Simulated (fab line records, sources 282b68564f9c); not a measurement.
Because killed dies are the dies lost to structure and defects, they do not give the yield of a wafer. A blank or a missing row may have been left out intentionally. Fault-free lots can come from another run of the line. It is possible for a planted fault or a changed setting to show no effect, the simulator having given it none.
fab line records	flow rit-cmos
record: lots: 14	wafers: 42	last-day: 7
route steps=202 shown FOX2@80 NLDD@105 CONTACT@168
lots untouched by any fault: they come from a run of this same line in which no faults occurred
start-h: start of the lot's first displayed wafer, in hours after the record's first day	wait-h: hours from the lot's prior step to this one	" as in the row above	L1.1+2: several wafers, shown together as one row	- value missing, or start not given	* or withheld: withheld	< > ~ a bound
route shown NAME@n: names a module that has steps shown in the file, with the first one's number in the route	usual: average and standard deviation across the fault-free wafers	same: alike in all rows	chamber/n: place in a boat	sites: per-site readings	_std_site: their standard deviation	_edge_site: inner sites' mean taken away from outer sites' mean	radius-mm: for every site, how far away it sits from the centre of the wafer	mask NAME#n: copy n	behind: the last tool/chamber to shape the wafer	hold: reason for holding the lot/hours on hold/outcome of the hold	device: names the non-switching transistor (n, p or np)	end of line: the route-end tests of the same wafers	a step with no rows: only its recipe	killed: at the first sort, the dies lost to defects and structure; wafer yield is something else	map: a wafer's dies, marking killed ones x, the rest . and places with no die _
set.NAME: setting as actually run; set.NAME@STEP: the setting as run at that earlier step	model.NAME: the simulator's own value behind a step, which no gauge read
steps of the route over a sample of lots; a table a step, a row a wafer
services: a tool's chamber out of use, with start hour (start-h, from the record's first day; less than 0 if before it), hours out, and reason
== steps ==
step: RIT_FOX2_THK_MEAS_91
recipe: reads: SiO2_of_FOX2_OXIDATION_00
usual: FIELD_OXIDE_LEFT_2_THK: 235/5.9
lot.wafer	tool	chamber	start-h	wait-h	FIELD_OXIDE_LEFT_2_THK[nm]
L837.1	film-metro-04	-	33.54	0.0	234
L837.4	"	-	"	"	244
L837.5	"	-	"	"	242
L838.1	film-metro-03	-	37.45	0.0	251
L838.2	"	-	"	"	244
L838.5	"	-	"	"	251
L841.2	film-metro-04	-	51.88	0.0	233
L841.5	"	-	"	"	232
L841.6	"	-	"	"	232
L844.2	film-metro-04	-	68.02	0.0	233
L844.3	"	-	"	"	234
L844.6	"	-	"	"	233
L849.2	film-metro-04	-	93.93	0.0	235
L849.4	"	-	"	"	235
L849.5	"	-	"	"	237
L851.3	film-metro-04	-	102.14	0.0	228
L851.5	"	-	"	"	232
L851.6	"	-	"	"	231
L852.2	film-metro-02	-	108.06	0.0	229
L852.3	"	-	"	"	233
L852.5	"	-	"	"	233
L854.1	film-metro-04	-	117.88	0.0	237
L854.5	"	-	"	"	237
L854.6	"	-	"	"	236
L855.1	film-metro-03	-	122.15	0.0	231
L855.3	"	-	"	"	231
L855.6	"	-	"	"	231
L856.1	film-metro-04	-	126.76	0.0	232
L856.2	"	-	"	"	235
L856.4	"	-	"	"	239
L857.1	film-metro-03	-	131.87	0.0	232
L857.4	"	-	"	"	239
L857.6	"	-	"	"	242
L858.1	film-metro-03	-	137.24	0.0	235
L858.2	"	-	"	"	232
L858.5	"	-	"	"	234
L859.1	film-metro-03	-	142.30	0.0	224
L859.4	"	-	"	"	221
L859.6	"	-	"	"	224
L860.2	film-metro-04	-	147.30	0.0	232
L860.4	"	-	"	"	241
L860.6	"	-	"	"	237
step: RIT_NLDD_SOFTBAKE_02
recipe: resist: NOVOLAK	temp-c: 90	time-s: 62.36
usual: plate-sensor-t-centre-C: 90.968/0.0099	plate-sensor-t-edge-C: 91.021/0.0097	softbake-temp-c: 90.00/0.13
lot.wafer	tool	chamber	start-h	wait-h	plate-sensor-t-centre-C	plate-sensor-t-edge-C	softbake-temp-c
L837.1	litho-track-01	0	41.81	0.1	90.958	91.019	90.16
L837.4	"	0	"	"	90.972	91.015	90.16
L837.5	"	0	"	"	90.971	91.011	90.21
L838.1	litho-track-04	0	48.69	0.1	90.959	91.012	89.89
L838.2	"	0	"	"	90.972	91.014	89.77
L838.5	"	0	"	"	90.963	91.022	89.80
L841.2	litho-track-03	0	61.54	0.1	90.966	91.023	89.97
L841.5	"	0	"	"	90.991	91.029	89.94
L841.6	"	0	"	"	90.986	91.020	89.87
L844.2	litho-track-03	0	81.68	0.1	90.973	91.021	90.06
L844.3	"	0	"	"	90.969	91.017	89.93
L844.6	"	0	"	"	90.957	91.029	90.00
L849.2	litho-track-04	0	101.94	0.1	90.984	91.029	90.04
L849.4	"	0	"	"	90.970	91.014	89.97
L849.5	"	0	"	"	90.969	91.022	90.30
L851.3	litho-track-03	0	110.40	0.1	90.978	91.014	90.00
L851.5	"	0	"	"	90.958	91.023	90.08
L851.6	"	0	"	"	90.964	91.015	89.93
L852.2	litho-track-04	0	116.38	0.1	90.939	91.031	90.11
L852.3	"	0	"	"	90.965	91.038	90.07
L852.5	"	0	"	"	90.969	91.023	90.13
L854.1	litho-track-03	0	126.77	0.1	90.971	91.018	90.03
L854.5	"	0	"	"	90.964	91.012	89.94
L854.6	"	0	"	"	90.976	91.019	89.78
L855.1	litho-track-01	0	130.11	0.1	90.963	91.022	89.93
L855.3	"	0	"	"	90.972	91.030	90.08
L855.6	"	0	"	"	90.971	91.016	90.13
L856.1	litho-track-03	0	135.10	0.1	90.970	91.000	90.27
L856.2	"	0	"	"	90.961	91.017	90.09
L856.4	"	0	"	"	90.967	91.019	90.21
L857.1	litho-track-01	0	140.26	0.1	90.980	91.019	89.82
L857.4	"	0	"	"	90.962	91.014	90.13
L857.6	"	0	"	"	90.959	91.016	90.01
L858.1	litho-track-04	0	146.57	0.1	90.962	91.026	89.91
L858.2	"	0	"	"	90.957	91.007	89.95
L858.5	"	0	"	"	90.962	91.024	89.94
L859.1	litho-track-04	0	150.29	0.1	90.968	91.018	89.77
L859.4	"	0	"	"	90.968	91.014	89.98
L859.6	"	0	"	"	90.951	91.034	89.95
L860.2	litho-track-03	0	155.27	0.1	90.976	91.041	89.82
L860.4	"	0	"	"	90.966	91.022	90.05
L860.6	"	0	"	"	90.977	91.011	89.96
step: RIT_SDANNEAL_RS_MEAS_07
recipe: thk-meas-gauge: four-point-probe
usual: NLDD_RS: 151.6/0.5
lot.wafer	tool	chamber	start-h	wait-h	NLDD_RS[ohm/sq]
L837.1	film-metro-02	-	51.10	0.1	152.3
L837.4	"	-	"	"	152.3
L837.5	"	-	"	"	152.3
L838.1	film-metro-03	-	59.11	0.1	151.8
L838.2	"	-	"	"	151.9
L838.5	"	-	"	"	151.7
L841.2	film-metro-01	-	70.55	0.1	150.6
L841.5	"	-	"	"	150.7
L841.6	"	-	"	"	150.6
L844.2	film-metro-01	-	91.68	0.1	151.1
L844.3	"	-	"	"	151.6
L844.6	"	-	"	"	152.0
L849.2	film-metro-02	-	110.85	0.1	151.5
L849.4	"	-	"	"	151.3
L849.5	"	-	"	"	151.2
L851.3	film-metro-02	-	119.50	0.1	151.1
L851.5	"	-	"	"	151.5
L851.6	"	-	"	"	152.1
L852.2	film-metro-02	-	125.51	0.1	151.3
L852.3	"	-	"	"	151.3
L852.5	"	-	"	"	151.7
L854.1	film-metro-02	-	135.46	0.1	151.7
L854.5	"	-	"	"	151.7
L854.6	"	-	"	"	151.6
L855.1	film-metro-01	-	139.64	0.1	151.5
L855.3	"	-	"	"	151.8
L855.6	"	-	"	"	151.7
L856.1	film-metro-01	-	144.03	0.1	151.2
L856.2	"	-	"	"	151.0
L856.4	"	-	"	"	151.4
L857.1	film-metro-02	-	149.65	0.1	151.8
L857.4	"	-	"	"	151.8
L857.6	"	-	"	"	152.1
L858.1	film-metro-01	-	155.73	0.1	151.1
L858.2	"	-	"	"	152.0
L858.5	"	-	"	"	150.7
L859.1	film-metro-02	-	159.55	0.1	151.8
L859.4	"	-	"	"	151.7
L859.6	"	-	"	"	151.6
L860.2	film-metro-03	-	164.51	0.1	151.3
L860.4	"	-	"	"	151.2
L860.6	"	-	"	"	151.7
step: RIT_CONTACT_CVD_00
recipe: material: SiO2	target-thk-nm: 400	precursor: TEOS	temp-c: 390	time-s: 61	rf-w: 400
usual: heater-power-w: 321/55	susceptor-temp-C: 389.99/0.21
lot.wafer	tool	chamber	start-h	wait-h	heater-power-w	susceptor-temp-C
L837.1	pecvd-03	1	51.74	0.1	287	389.73
L837.4	"	2	"	"	306	389.83
L837.5	"	1	"	"	292	389.57
L838.1	pecvd-01	2	59.76	0.1	325	390.05
L838.2	"	0	"	"	331	390.05
L838.5	"	1	"	"	256	390.16
L841.2	pecvd-03	1	71.16	0.0	292	389.90
L841.5	"	0	"	"	325	389.96
L841.6	"	2	"	"	313	390.02
L844.2	pecvd-03	2	92.30	0.0	300	389.63
L844.3	"	1	"	"	231	389.97
L844.6	"	1	"	"	254	390.00
L849.2	pecvd-01	2	111.48	0.0	315	389.90
L849.4	"	2	"	"	319	390.21
L849.5	"	1	"	"	291	389.78
L851.3	pecvd-04	2	120.10	0.0	443	389.88
L851.5	"	2	"	"	446	389.82
L851.6	"	0	"	"	365	390.15
L852.2	pecvd-01	2	126.13	0.0	281	390.18
L852.3	"	0	"	"	373	389.97
L852.5	"	2	"	"	298	389.64
L854.1	pecvd-04	0	136.10	0.1	329	390.28
L854.5	"	1	"	"	343	390.05
L854.6	"	2	"	"	464	389.89
L855.1	pecvd-01	1	140.28	0.1	282	389.67
L855.3	"	0	"	"	374	389.80
L855.6	"	1	"	"	297	389.64
L856.1	pecvd-03	0	144.66	0.1	334	390.27
L856.2	"	1	"	"	303	389.62
L856.4	"	1	"	"	229	389.93
L857.1	pecvd-04	1	150.28	0.1	338	390.22
L857.4	"	0	"	"	358	390.18
L857.6	"	2	"	"	450	390.03
L858.1	pecvd-01	0	156.36	0.1	327	389.97
L858.2	"	2	"	"	254	389.91
L858.5	"	2	"	"	275	389.94
L859.1	pecvd-03	2	160.19	0.1	328	390.18
L859.4	"	2	"	"	330	389.98
L859.6	"	1	"	"	306	390.06
L860.2	pecvd-04	1	165.14	0.0	366	390.02
L860.4	"	1	"	"	264	389.82
L860.6	"	2	"	"	402	389.94
step: RIT_CONTACT_THK_MEAS_01
recipe: reads: SiO2_of_CONTACT_CVD_00
usual: CONTACT_TEOS_THK: 400/5.9
lot.wafer	tool	chamber	start-h	wait-h	CONTACT_TEOS_THK[nm]
L837.1	film-metro-02	-	51.79	0.0	402
L837.4	"	-	"	"	415
L837.5	"	-	"	"	404
L838.1	film-metro-01	-	59.81	0.0	394
L838.2	"	-	"	"	386
L838.5	"	-	"	"	396
L841.2	film-metro-01	-	71.23	0.0	399
L841.5	"	-	"	"	407
L841.6	"	-	"	"	579
L844.2	film-metro-02	-	92.36	0.0	567
L844.3	"	-	"	"	398
L844.6	"	-	"	"	407
L849.2	film-metro-01	-	111.54	0.0	398
L849.4	"	-	"	"	404
L849.5	"	-	"	"	401
L851.3	film-metro-02	-	120.17	0.0	393
L851.5	"	-	"	"	403
L851.6	"	-	"	"	399
L852.2	film-metro-04	-	126.19	0.0	400
L852.3	"	-	"	"	397
L852.5	"	-	"	"	406
L854.1	film-metro-04	-	136.15	0.0	394
L854.5	"	-	"	"	404
L854.6	"	-	"	"	402
L855.1	film-metro-02	-	140.33	0.0	396
L855.3	"	-	"	"	396
L855.6	"	-	"	"	393
L856.1	film-metro-01	-	144.74	0.1	404
L856.2	"	-	"	"	402
L856.4	"	-	"	"	406
L857.1	film-metro-01	-	150.34	0.0	397
L857.4	"	-	"	"	402
L857.6	"	-	"	"	399
L858.1	film-metro-04	-	156.41	0.0	389
L858.2	"	-	"	"	400
L858.5	"	-	"	"	402
L859.1	film-metro-02	-	160.24	0.0	397
L859.4	"	-	"	"	408
L859.6	"	-	"	"	402
L860.2	film-metro-01	-	165.20	0.0	393
L860.4	"	-	"	"	399
L860.6	"	-	"	"	399
== services ==
tool	chamber	start-h	hours	kind
pecvd-04	-	45.22	28.1	pm
pecvd-01	-	47.62	0.6	repair
pecvd-01	-	94.67	2.8	pm
pecvd-03	2	129.69	15.3	repair
== key ==
first-sign: step: RIT_CONTACT_THK_MEAS_01	reading: CONTACT_TEOS_THK	direction: up	sigmas: 29	usual: 400	struck: 573
effect none on later readings
met-at RIT_CONTACT_CVD_00
struck-lots L841,L844
struck-wafers L841.6,L844.2
later-rows-left-out L841.6,L844.2
sort-left-out L841.6,L844.2
tester-left-out L841,L844
not-acting-at RIT_FOX2_THK_MEAS_91,RIT_NLDD_SOFTBAKE_02,RIT_SDANNEAL_RS_MEAS_07
onset-between 51.74 71.16
fault: kind: process-parameter-drift	tool: pecvd-03	chamber: 2	onset-h: 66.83	steps: RIT_CONTACT_CVD_00	channel: target-thk-nm	offset: 169.02	shape: step	end-h: 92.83	stated: 400
tester-left-out: of these lots the tester's yield and bins aren't shown, on N5 and GAA mostly nor the transistor test; their killed dies are dies lost to structure and defects alone, not to doping, threshold or leakage, so they don't give the yield
sort-left-out: the simulated sort isn't trusted on such a fault, so these wafers' sort isn't shown, and their yield isn't known
later-rows-left-out: the simulator's readings of these wafers behind a module that went badly wrong aren't trusted and aren't shown, but for the sort
